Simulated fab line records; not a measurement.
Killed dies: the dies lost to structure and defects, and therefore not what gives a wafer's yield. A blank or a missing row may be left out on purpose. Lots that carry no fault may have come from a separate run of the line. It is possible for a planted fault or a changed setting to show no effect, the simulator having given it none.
Which tool was responsible? + flow berkeley_cmos170 + 7 lots with 21 wafers sampled at 3 steps, on a route of 331 steps

WHAT THE GAUGES SHOWED, per wafer
UCB170_NVT_TW_MEAS_09.
| lot  | measured     | on            | NVT_TW                        |
|------|--------------|---------------|-------------------------------|
| L586 | day 5 17:09  | film_metro-03 | 524.9 523.9 525.3             |
| L588 | day 6 17:44  | film_metro-01 | 523.5 526.3 523.2             |
| L589 | day 6 18:18  | film_metro-03 | 528.0 528.9 528.7             |
| L593 | day 7 16:44  | film_metro-01 | 528.0 532.4 529.4             |
| L595 | day 7 16:46  | film_metro-03 | 526.6 527.0 525.5             |
| L601 | day 9 03:46  | film_metro-01 | 29.9 30.0 30.0 30.0 29.9 30.0 |
| L608 | day 10 01:27 | film_metro-03 | 30.0 30.0 30.0 29.9 29.9 29.9 |

EACH LOT AND THE TOOL THAT RAN IT (in order: tool; ch and the chambers of the sampled wafers; start)
| lot  | UCB170_NWELL_ETCH_13              | UCB170_NVT_DEVELOP_05             |
|------|-----------------------------------|-----------------------------------|
| L586 | rie_diel-03 ch 1,2,3, day 2 09:57 | litho_track-03 ch 0, day 5 16:00  |
| L588 | rie_diel-02 ch 0,2,3, day 3 04:31 | litho_track-03 ch 0, day 6 17:00  |
| L589 | rie_diel-03 ch 0,2, day 3 10:50   | litho_track-01 ch 0, day 6 17:00  |
| L593 | rie_diel-02 ch 0,1,2, day 4 03:14 | litho_track-04 ch 0, day 7 16:00  |
| L595 | rie_diel-02 ch 0,1,2, day 4 08:49 | litho_track-01 ch 0, day 7 16:00  |
| L601 | rie_diel-03 ch 0,1,3, day 5 17:59 | litho_track-04 ch 0, day 9 03:00  |
| L608 | rie_diel-04 ch 0,1,2, day 7 00:16 | litho_track-04 ch 0, day 10 01:00 |
- UCB170_NWELL_ETCH_13: etches Si3N4 in CH3F/Ar/O2, stops on SiO2, target depth 246.4 nm, time 154 s.
- UCB170_NVT_DEVELOP_05: develop time 45 s.

THE ANSWER, worked out from the rows above alone
Rule: what is usual is taken from the lots themselves. Put in order of their means at a reading, lots are off if they are a third of the lots or fewer, leave a main group of 4 or more, and stand apart from it by a gap of 3 or more times the standard deviation of the main group's means; of several such gaps the widest counts. A main group whose means are all the same, to the digits that the tables above print for the reading, isn't used. Also off: a lot with no number at a reading for which 4 or more lots have one. All remaining lots with rows at the step are treated as sound.
Off: L601, L608, at UCB170_NVT_TW_MEAS_09 (NVT_TW). For the main group the mean is 526.8 and the standard deviation 2.2.
If a tool, at a process step before that reading, ran all the lots that are off and no sound lot after the first of them, it fits. The gauges at UCB170_NVT_TW_MEAS_09 are tried like those tools. One candidate fits, namely litho_track-04 at UCB170_NVT_DEVELOP_05. Its last sound lot is L593 (day 7 16:00), its first lot that is off L601 (day 9 03:00): a fault that began between those two fits.

WHAT THE SIMULATOR HAD PUT IN
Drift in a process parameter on litho_track-04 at UCB170_NVT_DEVELOP_05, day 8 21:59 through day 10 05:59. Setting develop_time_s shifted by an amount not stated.
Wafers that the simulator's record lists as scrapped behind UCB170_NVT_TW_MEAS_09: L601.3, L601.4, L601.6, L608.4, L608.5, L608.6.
Lots struck among those shown: L601, L608. The rule above found the same.
